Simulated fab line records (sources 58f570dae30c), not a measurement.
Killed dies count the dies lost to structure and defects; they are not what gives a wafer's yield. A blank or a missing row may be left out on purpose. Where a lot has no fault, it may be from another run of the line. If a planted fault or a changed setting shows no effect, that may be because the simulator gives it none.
Problem report in the 8D (eight disciplines) form, filled by code | flow berkeley-cmos170 | the parts of the form that need people (team, actions taken, sign-off) are left out

== 1. WHAT IS WRONG ==
Mean of chamber-o2-ppm at UCB170_SILICIDE_RTA_04: 62.000 across 6 wafers in 2 lots; on wafers with no fault it is 1.999 (standard deviation 0.023). So: +99 or more standard deviations from the usual mean.
The step: time 15 s.
The first sign was on wafer L963.2 at day 9 21:18, on rtp-anneal-01. At this step, 42 wafers from 14 lots have a number in the record. Rule for "out", or "out of limits": more than 4 standard deviations from the usual mean. The other wafers with a number count as sound.

== 2. WHAT THIS IS AND IS NOT ==
question                    | is                     | is not
which readings at this step | chamber-o2-ppm         | lamp-power-pct
which lots                  | L963, L966             | L950, L953, L954, L956, L957, L958, L959, L960, L961, L962, L965, L967
which wafers of those lots  | all that have a number | -
read on which tools         | rtp-anneal-01          | rtp-anneal-02
when                        | from day 9 21:18       | up to then (33 sound wafers); but 3 sound wafers of L967 came after

== 3. SUSPECTS, AND WHAT RULES EACH OUT ==
Counting: any tool at a process step up to the reading is kept as a suspect provided that every lot that is out went through it and no sound lot did after the first of them.
- rtp-anneal-01 at UCB170_SILICIDE_RTA_04 (time 15 s): kept. It ran every lot that is out, first L963 (day 9 21:18), and no sound lot after that; its last sound lot up to then is L962 (day 9 20:40). Its own chamber-o2-ppm readings are out on those wafers.
After counting, what remains is rtp-anneal-01 at UCB170_SILICIDE_RTA_04.

== 4. THE CAUSE (what the simulator had put in) ==
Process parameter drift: rtp-anneal-01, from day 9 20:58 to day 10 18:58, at UCB170_SILICIDE_RTA_04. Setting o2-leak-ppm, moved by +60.
Only this tool survived the counting.

== 5. THE CHAIN OF EFFECTS, in route order ==
Rows list readings where the struck wafers' mean (over those with a number) sits beyond 3 standard deviations from the usual. Only readings whose record carries a usual standard deviation are examined. hours: median over the lots of the time between each lot's start at the first step of this table that gives one and its start at this step. sigmas: the change, counted in usual standard deviations.
hours | step                   | reading        | usual | on struck wafers | change  | sigmas
0     | UCB170_SILICIDE_RTA_04 | chamber-o2-ppm | 1.999 | 62.000           | +60.001 | +99 or more
Its process steps:
- UCB170_SILICIDE_RTA_04: time 15 s.

== 6. HOW IT WOULD HAVE BEEN CAUGHT EARLIER ==
0 hours passed between the start of the fault at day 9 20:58 and the first reading out of limits in this record, taken at day 9 21:18.
